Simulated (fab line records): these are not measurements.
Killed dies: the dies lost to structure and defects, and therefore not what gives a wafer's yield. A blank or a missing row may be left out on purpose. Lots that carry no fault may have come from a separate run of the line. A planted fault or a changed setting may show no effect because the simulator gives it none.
A lot that was struck, set against a sound lot || flow ritCmos || 18 steps out of a route of 202
Sound: wafers L854.1, L854.3, L854.6. Wafers L864.2, L864.3, L864.6 were the ones struck. At the end, the cause is stated.
For every step that has rows: the tool of each side, followed by ch and its chambers, followed by its first start. Under that, the readings that differ: sound wafers || struck wafers || difference of the means || sigmas: that difference in standard deviations of wafers without a fault.
alike: words and numbers the same on both sides, and readings whose means are apart by under 2 such deviations; not compared: readings that were withheld, readings missing a value for some wafer, numbers with overlapping values and no deviation given by the record, and bounds like >300 which may hide the same value.
A row with sigmas, a row that says differs or no value, or rows on one side alone: a step with any of these is where the two part. Non-overlapping numbers with no deviation appear without sigmas and do not part them. A reading that every wafer of one side lacks parts them only if that side has two wafers or more.

first, 1 step without rows for these wafers: RIT_PLDD_IMPLANT_08.
RIT_PLDD_STRIP_09: strips in O2, time 180 s.
  sound on plasmaAsher-03 ch 1, day 3 22:17; struck on plasmaAsher-02 ch 1, day 6 02:38
{"reading": "drypumpMotorCurrentA (A)", "sound": "5.0 5.0 4.9", "struck": "6.5 6.5 6.5", "difference": "+1.5", "sigmas": "+3"}
  not compared: rfHoursCounterH
RIT_PLDD_TW_MEAS_10:
  sound on filmMetro-01 at day 3 22:28; struck on filmMetro-04 at day 6 02:50
  alike: PLDD_TW
then, 4 steps without rows for these wafers: RIT_SPACER_CLEAN_00 (cleans in SC1, time 600 s); RIT_SPACER_CLEAN_01 (cleans in dHF, time 30 s); RIT_SPACER_CLEAN_02 (cleans in SC2, time 600 s); RIT_SPACER_CVD_03 (deposits Si3N4 from SiH2Cl2/NH3, target thk 250 nm, time 3300 s).
RIT_SPACER_THK_MEAS_04:
  sound on filmMetro-01 at day 4 00:48; struck on filmMetro-03 at day 6 05:29
{"reading": "SPACER_NITRIDE_THK (nm)", "sound": "252.8 253.6 252.0", "struck": "244.6 246.0 244.5", "difference": -7.8, "sigmas": -4}
RIT_SPACER_ETCHBACK_05: etches Si3N4 in SF6/CHF3, stops on SiO2, target depth 250 nm, time 240 s.
  sound on rieDiel-04 ch 0,1, day 4 00:52; struck on rieDiel-03 ch 0,1,2, day 6 05:32
  alike: SF6_flow_sccm, drypumpMotorCurrentA, oesProductAu, throttleValvePct
  not compared: rfHoursCounterH
then, 3 steps without rows for these wafers: RIT_NSD_HMDS_00 (prime time 60 s); RIT_NSD_COAT_01 (resist thk 1000 nm); RIT_NSD_SOFTBAKE_02 (time 60 s).
RIT_NSD_EXPOSE_03: exposes mask M9, target cd 40700 nm.
  sound on ilineStepper-02 ch 0, day 4 01:35; struck on ilineStepper-01 ch 0, day 6 06:17
{"reading": "model.NSD.overlayXNm (nm)", "sound": "-0.009717 -0.009717 -0.009717", "struck": "-180.2 -180.2 -180.2", "difference": -180.2, "sigmas": ""}
  alike: mask
then, 2 steps without rows for these wafers: RIT_NSD_PEB_04; RIT_NSD_DEVELOP_05 (develop time 50 s).
RIT_NSD_OVL_MEAS_06:
  sound on overlay-02 at day 4 01:59; struck on overlay-02 at day 6 06:40
{"reading": "NSD_OVL (nm)", "sound": "-0.8 0.2 1.0", "struck": "-181.0 -181.3 -180.6", "difference": -181.1, "sigmas": "-99 or more"}
then, 1 step without rows for these wafers: RIT_NSD_HARDBAKE_07 (time 60 s).
RIT_M1_PROBE_99:
  sound on prober-02 at day 4 12:01; struck on prober-02 at day 6 16:43
{"reading": "model.etest.selectEdgeDiodeN.leakLog10A (angstrom)", "sound": "-9.623 -9.715 -9.993", "struck": "-7.536 -7.968 -7.82", "difference": "+2.002", "sigmas": ""}
  alike: killedAtContacts, killedAtFrontEnd, killedDies, killedOpen, killedShort

## WHERE THEY PART
At RIT_PLDD_STRIP_09 first; at RIT_NSD_OVL_MEAS_06 last (within this record only). Later steps at which nothing parts them and some readings are alike: RIT_M1_PROBE_99.

WHY: the cause the simulator had injected
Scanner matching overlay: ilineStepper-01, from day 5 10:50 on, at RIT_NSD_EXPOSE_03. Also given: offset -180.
